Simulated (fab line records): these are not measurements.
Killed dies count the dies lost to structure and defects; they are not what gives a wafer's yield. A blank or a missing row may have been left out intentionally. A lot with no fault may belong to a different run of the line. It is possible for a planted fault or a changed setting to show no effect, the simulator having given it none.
fab line records ; flow rit_cmos
[record] lots = 13; wafers = 37; last_day = 7
route steps=202 shown CONTACT@173 M1@202
lots that met no fault: taken from a fault-free run of the same line
start_h: hours from the record's opening day to when the first of the lot's shown wafers began ; wait_h: hours since the lot's step before ; " same as the row above ; L1.1+2: one row covering several wafers at once ; - no value, or no start given ; * or withheld: withheld ; < > ~ a bound
route shown NAME@n: a module of which the file shows steps, and the number in the route of the first ; usual: mean/standard deviation of fault-free wafers ; same: alike in all rows ; chamber/n: place in a boat ; sites: the reading at each site ; _std_site: how widely they spread, as a standard deviation ; _edge_site: mean of outer sites minus mean of inner sites ; radius_mm: for every site, how far away it sits from the centre of the wafer ; mask NAME#n: copy n ; behind: the most recent tool/chamber to have shaped the wafer ; hold: why the lot went on hold/how many hours it stayed there/how the hold came to an end ; device: the n, p or np transistor that did not switch ; end of line: the tests these same wafers got at the end of their route ; a step with no rows: only its recipe ; killed: the dies lost at the first sort to structure and to defects; this is not the yield of the wafer ; map: a wafer's dies, marking killed ones x, the rest . and places with no die _
set.NAME: setting as actually run; set.NAME@STEP: the setting as run at that earlier step ; model.NAME: the simulator's own value behind a step, which no gauge read
a sample of lots followed through the steps of the route, with each step as a table and each wafer as a row
services: when a tool's chamber went out of use (start_h, in hours from the record's first day, below 0 if earlier), for how many hours, and the reason
[[steps]]
[step RIT_CONTACT_EXPOSE_05]
[recipe] mask_id = M11; na = 0.6; source_shape = conventional; sigma_outer = 0.5; target_cd_nm = 1000; dose_mj = 250
[usual] exposure_dose_mJ_cm2 = 250.56/0.25
lot.wafer;tool;chamber;start_h;wait_h;mask;exposure_dose_mJ_cm2
L691.3;iline_stepper-01;0;54.45;0.1;M11#0;250.74
L691.5;iline_stepper-01;0;54.45;0.1;M11#0;250.59
L691.6;iline_stepper-01;0;54.45;0.1;M11#0;250.61
L692.1;iline_stepper-01;0;61.25;0.1;M11#0;250.69
L692.2;iline_stepper-01;0;61.25;0.1;M11#0;250.87
L692.6;iline_stepper-01;0;61.25;0.1;M11#0;250.70
L693.1;iline_stepper-01;0;63.85;0.1;M11#0;250.03
L693.2;iline_stepper-01;0;63.85;0.1;M11#0;250.16
L693.3;iline_stepper-01;0;63.85;0.1;M11#0;250.14
L700.5;iline_stepper-01;0;98.65;0.1;M11#0;249.02
L704.2;iline_stepper-02;0;120.74;0.1;M11#0;250.11
L704.3;iline_stepper-02;0;120.74;0.1;M11#0;250.44
L704.5;iline_stepper-02;0;120.74;0.1;M11#0;250.54
L705.1;iline_stepper-02;0;122.47;0.1;M11#0;250.35
L705.2;iline_stepper-02;0;122.47;0.1;M11#0;250.59
L705.3;iline_stepper-02;0;122.47;0.1;M11#0;250.56
L706.1;iline_stepper-02;0;133.14;0.1;M11#0;250.77
L706.5;iline_stepper-02;0;133.14;0.1;M11#0;250.75
L706.6;iline_stepper-02;0;133.14;0.1;M11#0;250.92
L707.2;iline_stepper-02;0;138.50;0.2;M11#0;250.37
L707.4;iline_stepper-02;0;138.50;0.2;M11#0;250.67
L707.6;iline_stepper-02;0;138.50;0.2;M11#0;250.64
L708.2;iline_stepper-02;0;142.43;0.1;M11#0;250.42
L708.4;iline_stepper-02;0;142.43;0.1;M11#0;250.46
L708.6;iline_stepper-02;0;142.43;0.1;M11#0;250.18
L709.1;iline_stepper-02;0;144.97;0.1;M11#0;250.64
L709.4;iline_stepper-02;0;144.97;0.1;M11#0;250.23
L709.5;iline_stepper-02;0;144.97;0.1;M11#0;250.39
L710.4;iline_stepper-02;0;147.13;0.1;M11#0;250.50
L710.5;iline_stepper-02;0;147.13;0.1;M11#0;250.55
L710.6;iline_stepper-02;0;147.13;0.1;M11#0;250.49
L711.2;iline_stepper-02;0;157.36;0.1;M11#0;250.71
L711.4;iline_stepper-02;0;157.36;0.1;M11#0;250.51
L711.6;iline_stepper-02;0;157.36;0.1;M11#0;250.64
L713.2;iline_stepper-02;0;166.63;0.2;M11#0;250.69
L713.4;iline_stepper-02;0;166.63;0.2;M11#0;250.37
L713.6;iline_stepper-02;0;166.63;0.2;M11#0;250.56
[step RIT_M1_PROBE_99]
[usual] killed_at_contacts = 0.0/0.22; killed_at_front_end = 7/3.3; killed_dies = 7/3.3; killed_open = 3.3/1.9; killed_short = 3.6/2.1
[same] gross_dies = 264; killed_at_M0_to_M3 = 0; killed_at_M4_up = 0; killed_at_back_side = 0; killed_at_other = 0
lot.wafer;tool;chamber;start_h;wait_h;killed_at_contacts;killed_at_front_end;killed_dies;killed_open;killed_short
L708.2;prober-02;-;148.22;0.1;0;6;6;1;5
L708.4;prober-02;-;148.32;0.2;0;0;0;0;0
L708.6;prober-02;-;148.42;0.2;0;1;1;1;0
// killed by level:class
L708.2 FOX1:geometric_particle:short=3 GATE:geometric_particle:short=1 REOX:geometric_particle:open=1 SPACER:geometric_particle:short=1
L708.6 GATE:geometric_particle:open=1
[[services]]
tool;chamber;start_h;hours;kind
iline_stepper-02;-;46.59;15.0;repair
iline_stepper-02;-;61.61;1.7;pm
iline_stepper-01;-;130.23;28.9;pm
[[key]]
[first_sign] step = RIT_CONTACT_EXPOSE_05; reading = exposure_dose_mJ_cm2; direction = down; sigmas = 6.1; usual = 250.56; struck = 249.02
effect none on later readings
met_at RIT_CONTACT_EXPOSE_05
struck_lots L700
tester_left_out L700
[loop_trim] step = RIT_CONTACT_EXPOSE_05; setting = dose; lots = L700
onset_between 63.85 98.65
[fault] kind = process_parameter_drift; tool = iline_stepper-01; chamber = -; onset_h = 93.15; steps = RIT_CONTACT_EXPOSE_05; channel = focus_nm; offset = 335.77; spread_by_wafer = 0.3; shape = step; end_h = 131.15
// tester_left_out: of these lots the tester's yield and bins aren't shown, on N5 and GAA mostly nor the transistor test; their killed dies are dies lost to structure and defects alone, not to doping, threshold or leakage, so they don't give the yield
// loop_trim: a control loop set the setting to another value than it would have without faults
